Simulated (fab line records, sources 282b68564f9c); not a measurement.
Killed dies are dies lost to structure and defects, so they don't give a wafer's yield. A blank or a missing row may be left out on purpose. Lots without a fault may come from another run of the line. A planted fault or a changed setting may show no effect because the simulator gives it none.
Tool commonality check | flow rit_cmos | 14 lots, 42 wafers sampled

WHY IT WAS OPENED
At RIT_GATE_THK_MEAS_09 the reading GATE_POLY_THK is flagged on 2 of 14 lots. Wafers without a fault read 253.9 nm, standard deviation 2.6.
Rule: a lot is flagged when every wafer of it that has a number lies more than 4 standard deviations from that mean, or none has a number. The other lots count as sound.

lot  | measured    | on            | GATE_POLY_THK (nm), wafer by wafer | flag
L419 | day 2 12:46 | film_metro-02 | 252.1 250.8 251.2                  |
L420 | day 2 19:03 | film_metro-04 | 253.5 254.6 253.2                  |
L421 | day 3 02:04 | film_metro-03 | 257.0 256.0 255.9                  |
L422 | day 3 05:52 | film_metro-03 | 250.3 251.9 253.1                  |
L424 | day 3 15:28 | film_metro-03 | 251.9 254.0 249.7                  |
L425 | day 3 22:23 | film_metro-02 | 249.8 254.4 251.1                  |
L426 | day 3 23:42 | film_metro-03 | 259.9 260.3 260.7                  |
L428 | day 4 09:50 | film_metro-02 | 255.0 257.2 255.3                  |
L429 | day 4 14:54 | film_metro-02 | 256.0 255.2 254.2                  |
L433 | day 5 09:35 | film_metro-04 | 252.2 250.3 250.4                  |
L438 | day 6 11:57 | film_metro-03 | 252.7 251.9 253.1                  |
L439 | day 6 16:38 | film_metro-02 | 347.6 346.3 346.7                  | FLAGGED
L440 | day 6 21:43 | film_metro-02 | 349.8 349.7 349.9                  | FLAGGED
L441 | day 7 01:52 | film_metro-02 | 257.5 256.8 257.2                  |
The numbers of the flagged lots are 348.3 nm on average: +94.4 nm against the usual, or +36 standard deviations.

WHICH TOOL RAN EACH LOT
The record holds 1 process step before the reading, out of a route of 202 steps. In each cell: the tool, then ch and the chambers that the sampled wafers went through, then the start.
lot  | flag    | RIT_GATE_CVD_08
L419 |         | lpcvd-01 ch 1, day 2 11:08
L420 |         | lpcvd-02 ch 1, day 2 17:25
L421 |         | lpcvd-02 ch 1, day 3 00:26
L422 |         | lpcvd-01 ch 1, day 3 04:14
L424 |         | lpcvd-02 ch 1, day 3 13:51
L425 |         | lpcvd-01 ch 0, day 3 19:57
L426 |         | lpcvd-02 ch 1, day 3 21:17
L428 |         | lpcvd-02 ch 1, day 4 07:24
L429 |         | lpcvd-01 ch 0, day 4 13:16
L433 |         | lpcvd-01 ch 1, day 5 07:58
L438 |         | lpcvd-02 ch 0, day 6 10:20
L439 | FLAGGED | lpcvd-01 ch 0, day 6 15:00
L440 | FLAGGED | lpcvd-01 ch 1, day 6 20:05
L441 |         | lpcvd-02 ch 1, day 7 00:14
What these steps do:
- RIT_GATE_CVD_08: deposits poly-Si from SiH4, target thk 250 nm, time 2220 s.
- RIT_GATE_THK_MEAS_09

FLAGGED OVER TOTAL, TOOL BY TOOL (the gauges that took the reading come last)
step                 | tool          | lots run | flagged | share of the flagged lots | sound lots run after its first flagged lot
RIT_GATE_CVD_08      | lpcvd-01      | 7        | 2       | all                       | 0
RIT_GATE_CVD_08      | lpcvd-02      | 7        | 0       | none                      | -
RIT_GATE_THK_MEAS_09 | film_metro-02 | 7        | 2       | all                       | 1 (L441)
RIT_GATE_THK_MEAS_09 | film_metro-03 | 5        | 0       | none                      | -
RIT_GATE_THK_MEAS_09 | film_metro-04 | 2        | 0       | none                      | -

WHAT THE TABLE ALLOWS
2 rows of the table ran every flagged lot: lpcvd-01 at RIT_GATE_CVD_08, film_metro-02 at RIT_GATE_THK_MEAS_09.
- lpcvd-01 at RIT_GATE_CVD_08: 2 of its 7 lots flagged. Its last sound lot is L433 (day 5 07:58), its first flagged lot L439 (day 6 15:00): a fault that began between those two fits.
- film_metro-02 at RIT_GATE_THK_MEAS_09: 2 of its 7 lots flagged. Sound lots ran on it after the first flagged one (L441), which a lasting fault on the whole tool wouldn't allow.
One tool is left: lpcvd-01 at RIT_GATE_CVD_08.

WHAT THE SIMULATOR HAD PUT IN
Process parameter drift: lpcvd-01, from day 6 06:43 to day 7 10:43, at RIT_GATE_CVD_08. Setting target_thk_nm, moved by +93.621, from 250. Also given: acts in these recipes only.
Lots struck among those shown: L439, L440. The rule above found the same.
